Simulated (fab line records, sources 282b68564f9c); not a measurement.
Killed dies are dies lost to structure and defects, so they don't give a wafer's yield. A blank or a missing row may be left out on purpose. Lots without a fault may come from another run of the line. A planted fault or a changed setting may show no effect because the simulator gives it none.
Split-lot experiment | flow rit_cmos | 5 lots, 23 wafers read, on a route of 202 steps

THE SPLIT
At RIT_NRETRO_IMPLANT_08, the setting energy_kev was moved away from the recipe's 70 on 10 of the 23 wafers read, by -5.8% to +5.7%. The other wafers ran this setting at the recipe's value.

FROM THE SPLIT TO THE READING: what the file shows between them, 1 step
- RIT_NRETRO_STRIP_09: strips in O2, time 180 s

THE READING
NRETRO_TW, at RIT_NRETRO_TW_MEAS_10. Fault-free wafers of this fab line usually give 1040, standard deviation 7.4.

wafer  | tool, chamber at the split | energy_kev as run | against the recipe | NRETRO_TW | against lot-mates on the recipe
L074.1 | implanter-04, 0            | 67.81             | -3.1%              | 1039      | -4
L074.2 | implanter-04, 0            | 70                | recipe             | 1039      | -
L074.3 | implanter-04, 0            | 70                | recipe             | 1041      | -
L074.4 | implanter-04, 0            | 67.81             | -3.1%              | 1034      | -9
L074.5 | implanter-04, 0            | 70                | recipe             | 1048      | -
L075.1 | implanter-04, 0            | 70                | recipe             | 1036      | -
L075.2 | implanter-04, 0            | 70                | recipe             | 1039      | -
L075.4 | implanter-04, 0            | 73.99             | +5.7%              | 1057      | +21
L075.5 | implanter-04, 0            | 73.99             | +5.7%              | 1052      | +16
L075.6 | implanter-04, 0            | 70                | recipe             | 1034      | -
L076.2 | implanter-04, 0            | 65.97             | -5.8%              | 1013      | -22
L076.3 | implanter-04, 0            | 70                | recipe             | 1036      | -
L076.4 | implanter-04, 0            | 65.97             | -5.8%              | 1021      | -14
L076.5 | implanter-04, 0            | 65.97             | -5.8%              | 1023      | -12
L076.6 | implanter-04, 0            | 70                | recipe             | 1034      | -
L080.1 | implanter-03, 0            | 70                | recipe             | 1033      | -
L080.2 | implanter-03, 0            | 70                | recipe             | 1036      | -
L080.4 | implanter-03, 0            | 70                | recipe             | 1040      | -
L084.1 | implanter-03, 0            | 71.08             | +1.5%              | 1044      | +6
L084.2 | implanter-03, 0            | 70                | recipe             | 1037      | -
L084.4 | implanter-03, 0            | 71.08             | +1.5%              | 1051      | +13
L084.5 | implanter-03, 0            | 70                | recipe             | 1039      | -
L084.6 | implanter-03, 0            | 71.08             | +1.5%              | 1040      | +2

THE FIT
A straight line over all 23 wafers: NRETRO_TW changes by +2.94 for each +1% of energy_kev; r = +0.88; the points scatter about the line by 4.7.
The same after taking each lot's own level away (the mean of its wafers on the recipe; 23 wafers): +2.93 for each +1%; r = +0.93; scatter 3.5.
On that fit, the largest move of energy_kev shifts the reading by 17.
The lots' own levels span 1035.0 to 1042.7, that is 1.0 times the standard deviation above.
So the lot-to-lot level changes the slope little: the two slopes agree.
Check: with one of the wafers moved furthest among these (-5.8%) left out of the fit, the line predicts -14.6 for it against its lot-mates. It came out at -22 against them.

OTHER SPLITS ON THESE WAFERS
These wafers also went through other splits before the reading. Each is held against what the fit with the lots' levels taken away leaves over:
other split on the same wafers  | wafers away from the commonest value | r with NRETRO_TW (lot level and that fit taken away)
RIT_ACTIVE_OXIDATION_01 temp_c  | 15                                   | +0.05
RIT_ACTIVE_EXPOSE_08 dose_mj    | 8                                    | -0.08
RIT_ACTIVE_ETCH_13 time_s       | 6                                    | +0.24
RIT_FOX1_OXIDATION_00 ox_time_s | 15                                   | +0.00
RIT_NWELL_IMPLANT_08 energy_kev | 8                                    | +0.19
RIT_PWELL_IMPLANT_08 dose_cm2   | 5                                    | -0.10

THE WHOLE CHAIN: every reading that the file lists as answering this split, in the file's order
step                  | what it does | reading                                                         | change (the file's fit)               | r (the file's)
RIT_NRETRO_IMPLANT_08 |              | implant.rp_nm (the simulator's own value, which no gauge read)  | +0.859 nm for each +1% of the setting | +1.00
RIT_NRETRO_IMPLANT_08 |              | implant.drp_nm (the simulator's own value, which no gauge read) | +0.288 nm for each +1% of the setting | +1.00
RIT_NRETRO_TW_MEAS_10 |              | NRETRO_TW                                                       | +2.91 for each +1% of the setting     | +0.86

THE FILE'S OWN FIT
NRETRO_TW changes by +2.91 for each +1% of energy_kev, r = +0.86.
